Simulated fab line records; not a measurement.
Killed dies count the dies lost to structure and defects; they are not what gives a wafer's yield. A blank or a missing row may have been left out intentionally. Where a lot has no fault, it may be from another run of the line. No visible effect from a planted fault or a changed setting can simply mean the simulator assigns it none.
8D (eight disciplines) problem report, filled in by code -- flow rit cmos -- the parts of the form that need people (team, actions taken, sign-off) are left out

1. WHAT IS WRONG
Mean PSD_RS at RIT_SDANNEAL_RS_MEAS_04: 72.8 ohm/sq over 6 wafers in 2 lots; fault-free wafers: 115.9 ohm/sq, standard deviation 0.31. So: -99 or more standard deviations from the usual mean.
The step: measures by four-point-probe.
First observed at day 7 09:21: wafer L744.3, on film metro-03. The record has a number at this step for 42 wafers belonging to 14 lots. By rule, "out" or "out of limits" means more than 4 standard deviations away from the usual mean. The other wafers with a number count as sound.

2. WHAT IT IS, WHAT IT ISN'T
question,is,is not
which readings at this step,PSD_RS,-
which lots,"L744, L746","L724, L727, L728, L729, L730, L732, L733, L734, L735, L736, L737, L747"
which wafers of those lots,all that have a number,-
read on which gauges,"film metro-01, film metro-03",film metro-02
when,from day 7 09:21,up to then (33 sound wafers); but 3 sound wafers of L747 came after

3. THE SUSPECTS, EACH WITH WHAT RULES IT OUT
Counting: a tool at any process step up to the reading remains a suspect when it ran all the lots that are out and ran no sound lot after the first of those.
- the gauge at RIT_SDANNEAL_RS_MEAS_04 has been ruled out. Those wafers that are out were read across 2 gauges (film metro-01, film metro-03).
- plasma asher-01 at RIT_GATE_STRIP_20 (strips in O2, time 180 s): kept. Every lot that is out went through it, starting with L744 (day 6 21:14), and after that it ran no sound lot; the last sound lot it ran before then is L736 (day 5 01:14).
- rtp anneal-02 at RIT_SDANNEAL_RTA_03 (time 5 s): kept. Every lot that is out went through it, starting with L744 (day 7 09:16), and after that it ran no sound lot; the last sound lot it ran before then is L736 (day 5 15:03).
What counting leaves: plasma asher-01 at RIT_GATE_STRIP_20 and rtp anneal-02 at RIT_SDANNEAL_RTA_03.

4. THE CAUSE (what the simulator had put in)
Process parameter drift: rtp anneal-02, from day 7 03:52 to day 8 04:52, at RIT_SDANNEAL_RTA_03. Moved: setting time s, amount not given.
Counting left 2 suspects, and this tool is among them.

5. SEQUENCE OF EFFECTS, ordered by route
Each row: a reading whose mean over the struck wafers that have a number lies more than 3 standard deviations from the usual. Readings are gone through only where the record gives a usual standard deviation; hours: the median, over the lots, of the time from a lot's start at the first step in this table giving one to that lot's start at this step; sigmas: the change measured in usual standard deviations.
hours,step,reading,usual,on struck wafers,change,sigmas
0,RIT_SDANNEAL_RS_MEAS_04,PSD_RS,115.9 ohm/sq,72.8,-43.1,-99 or more
0,RIT_SDANNEAL_RS_MEAS_05,NSD_RS,84.5 ohm/sq,77.5,-7.0,-22
0,RIT_SDANNEAL_RS_MEAS_06,PLDD_RS,178.7 ohm/sq,141.5,-37.2,-74
0,RIT_SDANNEAL_RS_MEAS_07,NLDD_RS,149.8 ohm/sq,141.7,-8.1,-15

6. WHAT WOULD HAVE CAUGHT IT SOONER
In this record the first reading out of limits at a measuring or inspecting step was taken at day 7 09:21, 5 hours after the fault began at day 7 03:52.
Tool readings at RIT_SDANNEAL_RTA_03 with a usual standard deviation given in the record: none out on any struck wafer, hence no alarm at a limit of 4 standard deviations on them.
L746, from the lots that are out (2), started RIT_SDANNEAL_RTA_03 on rtp anneal-02 later than day 7 09:21. A hold on the tool at that time would have spared it.
